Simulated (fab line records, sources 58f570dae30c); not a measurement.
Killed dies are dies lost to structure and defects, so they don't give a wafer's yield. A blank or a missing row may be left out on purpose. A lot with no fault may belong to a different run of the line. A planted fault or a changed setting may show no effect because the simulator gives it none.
Split-lot experiment -- flow berkeley_cmos170 -- 5 lots, 23 wafers read, on a route of 331 steps

THE SPLIT
At UCB170_V2_CVD_00 (deposits SiO2 from TEOS/O2, target thk 2000 nm, time 250 s), the setting time_s was moved away from the recipe's 250 s on 10 of the 23 wafers read, by -12.4% to +14.5%. All remaining wafers had this setting at the recipe value.

Between the split and the reading, the file records no step.

THE READING
V2_TEOS_THK at UCB170_V2_THK_MEAS_01, in nm. Typical for fault-free wafers on this fab line: 2006 nm, with standard deviation 24 nm.

wafer,"tool, chamber at the split","time_s as run, s",against the recipe,"V2_TEOS_THK, nm",against lot-mates on the recipe
L074.1,"pecvd-02, 2",250,recipe,1963,-
L074.5,"pecvd-02, 0",250,recipe,2017,-
L074.6,"pecvd-02, 2",250,recipe,1987,-
L076.1,"pecvd-01, 2",250,recipe,2012,-
L076.3,"pecvd-01, 2",286.3,+14.5%,2309,+292
L076.4,"pecvd-01, 0",250,recipe,2014,-
L076.5,"pecvd-01, 2",250,recipe,2024,-
L076.6,"pecvd-01, 0",286.3,+14.5%,2317,+300
L083.1,"pecvd-02, 2",250,recipe,1977,-
L083.3,"pecvd-02, 0",250,recipe,1995,-
L083.4,"pecvd-02, 0",250,recipe,2038,-
L083.5,"pecvd-02, 1",223.6,-10.6%,1816,-187
L083.6,"pecvd-02, 2",223.6,-10.6%,1794,-209
L085.1,"pecvd-01, 2",250,recipe,2002,-
L085.2,"pecvd-01, 0",219.1,-12.4%,1746,-259
L085.4,"pecvd-01, 0",250,recipe,2008,-
L085.5,"pecvd-01, 1",219.1,-12.4%,1782,-223
L085.6,"pecvd-01, 2",219.1,-12.4%,1788,-217
L084.1,"pecvd-04, 2",237.6,-5.0%,1884,-138
L084.2,"pecvd-04, 0",237.6,-5.0%,1905,-116
L084.4,"pecvd-04, 0",250,recipe,2018,-
L084.5,"pecvd-04, 1",250,recipe,2025,-
L084.6,"pecvd-04, 2",237.6,-5.0%,1909,-112

THE FIT
A straight line over all 23 wafers: V2_TEOS_THK changes by +20 nm for each +1% of time_s; r = +0.99; the points scatter about the line by 20 nm.
The same after taking each lot's own level away (the mean of its wafers on the recipe; 23 wafers): +19.8 nm for each +1%; r = +0.99; scatter 19 nm.
The reading moves by 2.9e+02 nm for the largest change in time_s, on that fit.
From 1989.0 to 2021.5 nm: that is the span of the lots' own levels, equal to 1.4 times the standard deviation above.
So the lot-to-lot level changes the slope little: the two slopes agree.
Check: for one of the wafers moved furthest among these (+14.5%), held out of the fit, the line's prediction against its lot-mates is +285 nm. It came out at +292 nm against them.

OTHER SPLITS APPLIED TO THESE WAFERS
Note: prior to the reading, these wafers also went through further splits. Each is held against what the fit with the lots' levels taken away leaves over:
other split on the same wafers,wafers away from the commonest value,r with V2_TEOS_THK (lot level and that fit taken away)
UCB170_M2_SPUTTER_01 time_s,8,-0.22

THE WHOLE CHAIN: every reading that the file lists as answering this split, in the file's order
step,what it does,reading,change (the file's fit),r (the file's)
UCB170_V2_CVD_00,"deposits SiO2 from TEOS/O2, target thk 2000 nm, time 250 s","SiO2_of_V2_CVD_00.thk_nm (the simulator's own value, which no gauge read)",+19.8 nm for each +1% of the setting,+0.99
UCB170_V2_THK_MEAS_01,,V2_TEOS_THK,+19.8 for each +1% of the setting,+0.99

THE FILE'S OWN FIT
V2_TEOS_THK changes by +19.8 nm for each +1% of time_s, r = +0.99.
